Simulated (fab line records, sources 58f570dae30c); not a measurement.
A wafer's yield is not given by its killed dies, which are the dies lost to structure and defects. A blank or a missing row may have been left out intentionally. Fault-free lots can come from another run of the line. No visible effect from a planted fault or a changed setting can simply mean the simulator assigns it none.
Which of the tools did it? :: flow berkeley-cmos170 :: Sampling: 14 lots, 42 wafers, 3 of 331 route steps

WHAT THE GAUGES READ, wafer by wafer
UCB170_WELLDRIVE_THK_MEAS_02. Usual: for WELLDRIVE_OXIDE_THK the level is 199 nm and the standard deviation is 4.5.
lot: L440
measured: day 3 22:29
on: film-metro-01
WELLDRIVE_OXIDE_THK (nm): 204 205 205
flag: 

lot: L444
measured: day 4 17:21
on: film-metro-02
WELLDRIVE_OXIDE_THK (nm): 197 196 193
flag: 

lot: L443
measured: day 4 17:22
on: film-metro-01
WELLDRIVE_OXIDE_THK (nm): 198 199 195
flag: 

lot: L445
measured: day 4 23:26
on: film-metro-02
WELLDRIVE_OXIDE_THK (nm): 200 199 196
flag: 

lot: L450
measured: day 5 22:11
on: film-metro-01
WELLDRIVE_OXIDE_THK (nm): 203 200 199
flag: 

lot: L449
measured: day 5 22:11
on: film-metro-04
WELLDRIVE_OXIDE_THK (nm): 206 203 202
flag: 

lot: L452
measured: day 6 07:32
on: film-metro-02
WELLDRIVE_OXIDE_THK (nm): 201 200 199
flag: 

lot: L453
measured: day 6 20:42
on: film-metro-02
WELLDRIVE_OXIDE_THK (nm): 206 205 208
flag: 

lot: L455
measured: day 7 09:17
on: film-metro-04
WELLDRIVE_OXIDE_THK (nm): 202 196 201
flag: 

lot: L457
measured: day 8 01:22
on: film-metro-01
WELLDRIVE_OXIDE_THK (nm): 195 195 193
flag: 

lot: L459
measured: day 8 07:59
on: film-metro-04
WELLDRIVE_OXIDE_THK (nm): 197 202 202
flag: 

lot: L460
measured: day 8 07:59
on: film-metro-01
WELLDRIVE_OXIDE_THK (nm): 201 199 204
flag: 

lot: L462
measured: day 8 15:20
on: film-metro-01
WELLDRIVE_OXIDE_THK (nm): 199 196 195
flag: 

lot: L463
measured: day 9 00:32
on: film-metro-04
WELLDRIVE_OXIDE_THK (nm): 195 194 197
flag: 

UCB170_PFIELD_OVL_MEAS_06. Usual: for PFIELD_OVL the level is 4 nm and the standard deviation is 4.7.
lot: L440
measured: day 4 22:01
on: overlay-01
PFIELD_OVL (nm): 7 9 3
flag: 

lot: L444
measured: day 5 16:56
on: overlay-02
PFIELD_OVL (nm): 4 2 1
flag: 

lot: L443
measured: day 5 17:48
on: overlay-02
PFIELD_OVL (nm): 0 5 0
flag: 

lot: L445
measured: day 6 05:35
on: overlay-01
PFIELD_OVL (nm): -5 0 1
flag: 

lot: L450
measured: day 7 04:19
on: overlay-01
PFIELD_OVL (nm): 7 1 12
flag: 

lot: L449
measured: day 7 03:55
on: overlay-02
PFIELD_OVL (nm): 5 10 -2
flag: 

lot: L452
measured: day 7 12:05
on: overlay-01
PFIELD_OVL (nm): -3 -3 -4
flag: 

lot: L453
measured: day 7 21:50
on: overlay-01
PFIELD_OVL (nm): -1 1 4
flag: 

lot: L455
measured: day 8 09:04
on: overlay-02
PFIELD_OVL (nm): 4 12 13
flag: 

lot: L457
measured: day 9 06:23
on: overlay-01
PFIELD_OVL (nm): -3 -3 0
flag: 

lot: L459
measured: day 9 13:20
on: overlay-01
PFIELD_OVL (nm): 5 9 4
flag: 

lot: L460
measured: day 9 13:29
on: overlay-02
PFIELD_OVL (nm): 7 7 6
flag: 

lot: L462
measured: day 9 13:37
on: overlay-01
PFIELD_OVL (nm): 7 9 4
flag: 

lot: L463
measured: day 10 03:37
on: overlay-02
PFIELD_OVL (nm): 11 10 13
flag: 

UCB170_PVT_OVL_MEAS_06. Usual: for PVT_OVL the level is -4 nm and the standard deviation is 4.7.
lot: L440
measured: day 6 21:03
on: overlay-01
PVT_OVL (nm): -5 -10 -5
flag: 

lot: L444
measured: day 7 12:35
on: overlay-02
PVT_OVL (nm): 5 -4 -1
flag: 

lot: L443
measured: day 7 12:19
on: overlay-01
PVT_OVL (nm): -2 0 2
flag: 

lot: L445
measured: day 7 23:35
on: overlay-02
PVT_OVL (nm): -2 -5 -6
flag: 

lot: L450
measured: day 8 21:20
on: overlay-02
PVT_OVL (nm): 4 1 6
flag: 

lot: L449
measured: day 8 21:41
on: overlay-01
PVT_OVL (nm): -6 -5 -3
flag: 

lot: L452
measured: day 9 08:24
on: overlay-01
PVT_OVL (nm): -8 -6 -8
flag: 

lot: L453
measured: day 9 15:34
on: overlay-01
PVT_OVL (nm): 2 5 4
flag: 

lot: L455
measured: day 10 00:34
on: overlay-01
PVT_OVL (nm): -3 -6 -2
flag: 

lot: L457
measured: day 10 23:28
on: overlay-01
PVT_OVL (nm): -2 -5 -2
flag: 

lot: L459
measured: day 11 03:50
on: overlay-01
PVT_OVL (nm): -11 -6 -7
flag: 

lot: L460
measured: day 11 04:01
on: overlay-01
PVT_OVL (nm): -2 -8 -2
flag: 

lot: L462
measured: day 11 04:18
on: overlay-01
PVT_OVL (nm): -8 -1 -5
flag: 

lot: L463
measured: day 11 14:19
on: overlay-02
PVT_OVL (nm): -4 -1 -1
flag: 

WHICH TOOL RAN EACH LOT (tool, then ch and the chambers of the sampled wafers, then the start)
There is no process step in the record ahead of these readings.

AS READ BY THE TOOLS THEMSELVES (means over the sampled wafers that have a number; for cases with no such wafer, the mark the record gives instead)
The record holds no such reading with a usual standard deviation.

THE ANSWER, worked out from the rows above alone
Rule: take the mean of a lot's wafers that have a number; if it is more than 3 standard deviations from the usual mean, the lot is off. Also off: a lot with no number at a reading for which 4 or more lots have one. Where the step has rows for the other lots, those lots are counted as sound. After the gauges, taken in route order, come the tools' own readings; for these a lot's mean is taken, as printed above. At the first step where some lot is off, the reading lying furthest off is the one used; lots without a number count as furthest.
No lot is off at any reading shown: from this, nothing can be told.

WHAT THE SIMULATOR HAD INSERTED
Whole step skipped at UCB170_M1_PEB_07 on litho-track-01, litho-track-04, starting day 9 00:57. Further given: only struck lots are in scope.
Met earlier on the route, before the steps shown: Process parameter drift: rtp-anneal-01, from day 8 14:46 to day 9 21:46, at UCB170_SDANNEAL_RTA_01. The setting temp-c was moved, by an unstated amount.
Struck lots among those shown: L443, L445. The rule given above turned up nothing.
